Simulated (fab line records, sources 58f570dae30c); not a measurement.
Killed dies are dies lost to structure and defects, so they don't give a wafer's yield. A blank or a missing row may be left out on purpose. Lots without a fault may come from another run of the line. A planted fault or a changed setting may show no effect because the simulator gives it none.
Tool commonality check | flow berkeley_cmos170 | 15 lots, 45 wafers sampled

WHY IT WAS OPENED
At UCB170_SDANNEAL_RS_MEAS_05 the reading NLDD_RS is flagged on 3 of 15 lots. Wafers without a fault read 616.5 ohm/sq, standard deviation 1.4.
Rule: a lot is flagged when every wafer of it that has a number lies more than 4 standard deviations from that mean, or none has a number. The other lots count as sound.

lot  | measured     | on            | NLDD_RS (ohm/sq), wafer by wafer | flag
L356 | day 6 14:47  | film_metro-02 | 616.0 615.5 614.9                |
L357 | day 6 14:47  | film_metro-04 | 616.7 617.2 618.2                |
L359 | day 7 07:05  | film_metro-01 | 615.7 617.6 619.0                |
L358 | day 7 07:19  | film_metro-02 | 615.9 617.1 615.8                |
L360 | day 7 21:05  | film_metro-04 | 618.1 617.5 617.5                |
L361 | day 7 21:05  | film_metro-01 | 616.8 618.2 617.4                |
L362 | day 8 08:23  | film_metro-01 | 615.6 615.7 616.9                |
L365 | day 8 20:31  | film_metro-01 | 617.2 617.0 617.4                |
L364 | day 8 21:02  | film_metro-04 | 615.2 614.3 616.0                |
L368 | day 9 13:57  | film_metro-01 | 641.8 639.9 641.4                | FLAGGED
L370 | day 10 03:54 | film_metro-01 | 643.5 643.5 640.0                | FLAGGED
L372 | day 10 06:00 | film_metro-01 | 642.9 645.6 644.2                | FLAGGED
L376 | day 11 01:02 | film_metro-01 | 615.7 615.9 614.7                |
L378 | day 11 08:29 | film_metro-02 | 616.7 614.6 613.2                |
L379 | day 11 09:26 | film_metro-01 | 618.1 619.6 618.7                |
The numbers of the flagged lots are 642.5 ohm/sq on average: +26.0 ohm/sq against the usual, or +19 standard deviations.

WHICH TOOL RAN EACH LOT
The record holds 1 process step before the reading, out of a route of 331 steps. In each cell: the tool, then ch and the chambers that the sampled wafers went through, then the start.
lot  | flag    | UCB170_NLDD_IMPLANT_09
L356 |         | implanter-03 ch 0, day 6 03:46
L357 |         | implanter-04 ch 0, day 6 03:32
L359 |         | implanter-02 ch 0, day 6 17:28
L358 |         | implanter-04 ch 0, day 6 17:47
L360 |         | implanter-04 ch 0, day 7 06:49
L361 |         | implanter-03 ch 0, day 7 07:58
L362 |         | implanter-03 ch 0, day 7 21:32
L365 |         | implanter-03 ch 0, day 8 06:25
L364 |         | implanter-02 ch 0, day 8 07:05
L368 | FLAGGED | implanter-03 ch 0, day 9 02:16
L370 | FLAGGED | implanter-03 ch 0, day 9 19:05
L372 | FLAGGED | implanter-03 ch 0, day 9 20:55
L376 |         | implanter-02 ch 0, day 10 14:09
L378 |         | implanter-04 ch 0, day 10 23:58
L379 |         | implanter-04 ch 0, day 10 22:39
What these steps do:
- UCB170_NLDD_IMPLANT_09
- UCB170_SDANNEAL_RS_MEAS_05: measures by four-point-probe.

FLAGGED OVER TOTAL, TOOL BY TOOL (the gauges that took the reading come last)
step                       | tool          | lots run | flagged | share of the flagged lots | sound lots run after its first flagged lot
UCB170_NLDD_IMPLANT_09     | implanter-02  | 3        | 0       | none                      | -
UCB170_NLDD_IMPLANT_09     | implanter-03  | 7        | 3       | all                       | 0
UCB170_NLDD_IMPLANT_09     | implanter-04  | 5        | 0       | none                      | -
UCB170_SDANNEAL_RS_MEAS_05 | film_metro-01 | 9        | 3       | all                       | 2 (L376,L379)
UCB170_SDANNEAL_RS_MEAS_05 | film_metro-02 | 3        | 0       | none                      | -
UCB170_SDANNEAL_RS_MEAS_05 | film_metro-04 | 3        | 0       | none                      | -

WHAT THE TABLE ALLOWS
2 rows of the table ran every flagged lot: implanter-03 at UCB170_NLDD_IMPLANT_09, film_metro-01 at UCB170_SDANNEAL_RS_MEAS_05.
- implanter-03 at UCB170_NLDD_IMPLANT_09: 3 of its 7 lots flagged. Its last sound lot is L365 (day 8 06:25), its first flagged lot L368 (day 9 02:16): a fault that began between those two fits. Its own readings lie more than 4 standard deviations out on every wafer of the flagged lots: dose_ions_cm2, faraday_current_uA.
- film_metro-01 at UCB170_SDANNEAL_RS_MEAS_05: 3 of its 9 lots flagged. Sound lots ran on it after the first flagged one (L376, L379), which a lasting fault on the whole tool wouldn't allow.
One tool is left: implanter-03 at UCB170_NLDD_IMPLANT_09.

WHAT THE SIMULATOR HAD PUT IN
Process parameter drift: implanter-03, from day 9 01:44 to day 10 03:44, at UCB170_NLDD_IMPLANT_09. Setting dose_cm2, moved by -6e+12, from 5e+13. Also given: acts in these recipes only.
Lots struck among those shown: L368, L370, L372. The rule above found the same.
